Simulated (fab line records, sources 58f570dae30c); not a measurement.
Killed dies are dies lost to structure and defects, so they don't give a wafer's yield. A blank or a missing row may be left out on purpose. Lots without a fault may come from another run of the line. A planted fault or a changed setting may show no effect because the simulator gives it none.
One fault seen from 2 desks | flow berkeley_cmos170 | each desk has only its own numbers; what lay behind them comes last

THE METROLOGY DESK
What the gauges read, lot by lot, whatever tool the lot ran on: means of the sampled wafers that have a number. A lot is out of limits, marked OUT, if its mean lies more than 4 standard deviations from the usual mean; the brackets give that distance.
Columns: A = GATE_OVL at UCB170_GATE_OVL_MEAS_13, usual -4 nm; B = PSD_TW at UCB170_PSD_TW_MEAS_10, usual 2327; C = PSD_RS at UCB170_SDANNEAL_RS_MEAS_02, usual 75.56 ohm/sq
lot  | first seen here | A  | B               | C
L682 | day 7 15:44     | -3 | 2333            | 75.77
L683 | day 8 04:05     | -4 | 2321            | 75.76
L685 | day 8 04:13     | -8 | 2305            | 75.62
L684 | day 8 04:36     | -9 | 2365            | 75.57
L687 | day 8 21:59     | -3 | 2356            | 75.89
L690 | day 9 13:59     | -7 | 2338            | 75.25
L691 | day 9 14:17     | -9 | 2339            | 75.47
L695 | day 10 13:34    | 8  | 2345            | 75.53
L694 | day 10 13:35    | -7 | 2143 (-8.8) OUT | 90.18 (+61) OUT
L699 | day 10 17:46    | 3  | 2336            | 75.46
L698 | day 10 18:01    | -9 | 2140 (-8.9) OUT | 89.82 (+59) OUT
L701 | day 11 17:05    | 0  | 2315            | 75.47
L700 | day 11 17:13    | -5 | 2183 (-6.9) OUT | 89.88 (+60) OUT
L704 | day 11 20:47    | -5 | 2313            | 75.29
L703 | day 11 22:26    | -2 | 2325            | 75.28
This desk's finding: out of limits on L694, L698, L700; first on L694, day 11 00:39 (PSD_TW at UCB170_PSD_TW_MEAS_10). In limits: L682, L683, L685, L684, L687, L690, L691, L695, L699, L701, L704, L703.

THE TOOL OWNER'S DESK: implanter-04
The tool's own readings at UCB170_PSD_IMPLANT_08: means of the sampled wafers that have a number, for each lot that ran on this tool. A lot is out of limits, marked OUT, if its mean lies more than 4 standard deviations from the usual mean; the brackets give that distance.
Columns: A = beam_on_s at UCB170_PSD_IMPLANT_08, usual 9.99 s; B = end_station_pressure_torr at UCB170_PSD_IMPLANT_08, usual 1.26e-05 Torr; C = faraday_current_uA at UCB170_PSD_IMPLANT_08, usual 9268
lot  | first seen here | A              | B        | C
L682 | day 8 03:35     | 9.91           | 1.23e-05 | 9326
L683 | day 8 19:19     | 10.16          | 1.28e-05 | 9100
L684 | day 8 19:43     | 9.93           | 1.24e-05 | 9338
L687 | day 9 13:25     | 9.89           | 1.27e-05 | 9354
L690 | day 10 03:55    | 9.95           | 1.25e-05 | 9283
L694 | day 11 00:24    | 7.76 (-12) OUT | 1.33e-05 | 11927 (+15) OUT
L698 | day 11 05:52    | 7.68 (-12) OUT | 1.33e-05 | 12059 (+16) OUT
L700 | day 12 10:07    | 7.85 (-11) OUT | 1.38e-05 | 11772 (+14) OUT
This desk's finding: out of limits on L694, L698, L700; first on L694, day 11 00:24 (beam_on_s at UCB170_PSD_IMPLANT_08). In limits: L682, L683, L684, L687, L690.

PUT TOGETHER
The tool owner's desk could have raised an alarm at day 11 00:24, on L694, L698, L700.
The metrology desk could have raised an alarm at day 11 00:39, on L694, L698, L700.
Of the lots named, all ran UCB170_PSD_IMPLANT_08 on implanter-04.

WHAT THE SIMULATOR HAD PUT IN
Process parameter drift: implanter-04, from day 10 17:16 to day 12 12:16, at UCB170_PSD_IMPLANT_08. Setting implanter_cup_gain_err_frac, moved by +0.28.
Lots struck among those shown: L694, L698, L700.
Hours from the fault's start to each desk's first reading out of limits: the tool owner's desk, 7; the metrology desk, 7.
